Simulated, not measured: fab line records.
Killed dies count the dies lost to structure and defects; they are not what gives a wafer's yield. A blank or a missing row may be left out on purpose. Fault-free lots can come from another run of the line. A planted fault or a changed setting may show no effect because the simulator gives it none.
Split-lot study + flow berkeleyCmos170 + on a route of 331 steps: 5 lots, 23 wafers read

## SPLIT DETAILS
At UCB170_NLDD_EXPOSE_03 (exposes mask NSELECT, target cd 1200 nm), the setting doseMj was moved away from the recipe's 30 on 7 of the 23 wafers read, by -5.0% to -3.5%. For the rest of the wafers, this setting stayed at what the recipe calls for.

## FROM THE SPLIT TO THE READING: what the file shows between them, 2 steps
- UCB170_NLDD_PEB_04
- UCB170_NLDD_DEVELOP_05: develop time 45 s

## THE READING
cdNm, in nm, at UCB170_NLDD_CD_MEAS_06 (target cd 1200 nm). On this fab line, fault-free wafers typically give 1200.0 nm with a standard deviation of 1.2 nm.

| wafer  | tool, chamber at the split | doseMj as run | against the recipe | cdNm, nm | against lot-mates on the recipe |
|--------|----------------------------|---------------|--------------------|----------|---------------------------------|
| L077.2 | krfScanner-01, 0           | 30            | recipe             | 1197.6   | -                               |
| L077.3 | krfScanner-01, 0           | 30            | recipe             | 1198.8   | -                               |
| L077.4 | krfScanner-01, 0           | 30            | recipe             | 1198.5   | -                               |
| L077.5 | krfScanner-01, 0           | 28.87         | -3.8%              | 1191.8   | -6.5                            |
| L077.6 | krfScanner-01, 0           | 28.87         | -3.8%              | 1191.8   | -6.5                            |
| L074.1 | krfScanner-02, 0           | 30            | recipe             | 1198.8   | -                               |
| L074.5 | krfScanner-02, 0           | 30            | recipe             | 1199.5   | -                               |
| L074.6 | krfScanner-02, 0           | 30            | recipe             | 1198.7   | -                               |
| L076.1 | krfScanner-02, 0           | 30            | recipe             | 1200.2   | -                               |
| L076.2 | krfScanner-02, 0           | 30            | recipe             | 1201.9   | -                               |
| L076.3 | krfScanner-02, 0           | 28.95         | -3.5%              | 1195.3   | -5.8                            |
| L076.4 | krfScanner-02, 0           | 28.95         | -3.5%              | 1195.5   | -5.6                            |
| L076.6 | krfScanner-02, 0           | 28.95         | -3.5%              | 1194.2   | -6.9                            |
| L084.1 | krfScanner-01, 0           | 28.49         | -5.0%              | 1191.5   | -9.0                            |
| L084.3 | krfScanner-01, 0           | 28.49         | -5.0%              | 1191.0   | -9.5                            |
| L084.4 | krfScanner-01, 0           | 30            | recipe             | 1200.8   | -                               |
| L084.5 | krfScanner-01, 0           | 30            | recipe             | 1199.7   | -                               |
| L084.6 | krfScanner-01, 0           | 30            | recipe             | 1201.0   | -                               |
| L081.1 | krfScanner-01, 0           | 30            | recipe             | 1200.8   | -                               |
| L081.2 | krfScanner-01, 0           | 30            | recipe             | 1201.1   | -                               |
| L081.3 | krfScanner-01, 0           | 30            | recipe             | 1200.5   | -                               |
| L081.5 | krfScanner-01, 0           | 30            | recipe             | 1201.1   | -                               |
| L081.6 | krfScanner-01, 0           | 30            | recipe             | 1200.5   | -                               |

FIT RESULTS
A straight line over all 23 wafers: cdNm changes by +1.74 nm for each +1% of doseMj; r = +0.94; the points scatter about the line by 1.2 nm.
The same after taking each lot's own level away (the mean of its wafers on the recipe; 23 wafers): +1.78 nm for each +1%; r = +0.99; scatter 0.51 nm.
That fit puts the effect of the largest move of doseMj on the reading at 9 nm.
The span of the lots' own levels, 1198.30 to 1201.05 nm, comes to 2.3 times the standard deviation stated above.
Consequently the slope shifts little with the lot-to-lot level, the two slopes agreeing.
Check: for one of the wafers moved furthest among these (-5.0%), held out of the fit, the line's prediction against its lot-mates is -8.92 nm. It came out at -9 nm against them.

## ADDITIONAL SPLITS CARRIED BY THESE WAFERS
Note: prior to the reading, these wafers also went through further splits. Each is held against what the fit with the lots' levels taken away leaves over:
| other split on the same wafers      | wafers away from the commonest value | r with cdNm (lot level and that fit taken away) |
|-------------------------------------|--------------------------------------|-------------------------------------------------|
| UCB170_ZERO_STRIP_07 o2FlowSccm     | 8                                    | -0.21                                           |
| UCB170_NWELL_PEB_10 pebTempC        | 9                                    | +0.13                                           |
| UCB170_NWELL_IMPLANT_14 energyKev   | 4                                    | -0.12                                           |
| UCB170_WELLDRIVE_OXIDATION_01 tempC | 18                                   | +0.03                                           |
| UCB170_ACTIVE_OXIDATION_02 tempC    | 15                                   | -0.13                                           |
| UCB170_ACTIVE_COAT_08 spinRpm       | 8                                    | +0.06                                           |
| UCB170_PFIELD_COAT_01 spinRpm       | 8                                    | -0.11                                           |
| UCB170_NVT_COAT_01 spinRpm          | 9                                    | -0.22                                           |
| UCB170_NVT_IMPLANT_07 energyKev     | 6                                    | -0.26                                           |

## FILE'S OWN FIT
cdNm changes by +1.79 nm for each +1% of doseMj, r = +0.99.
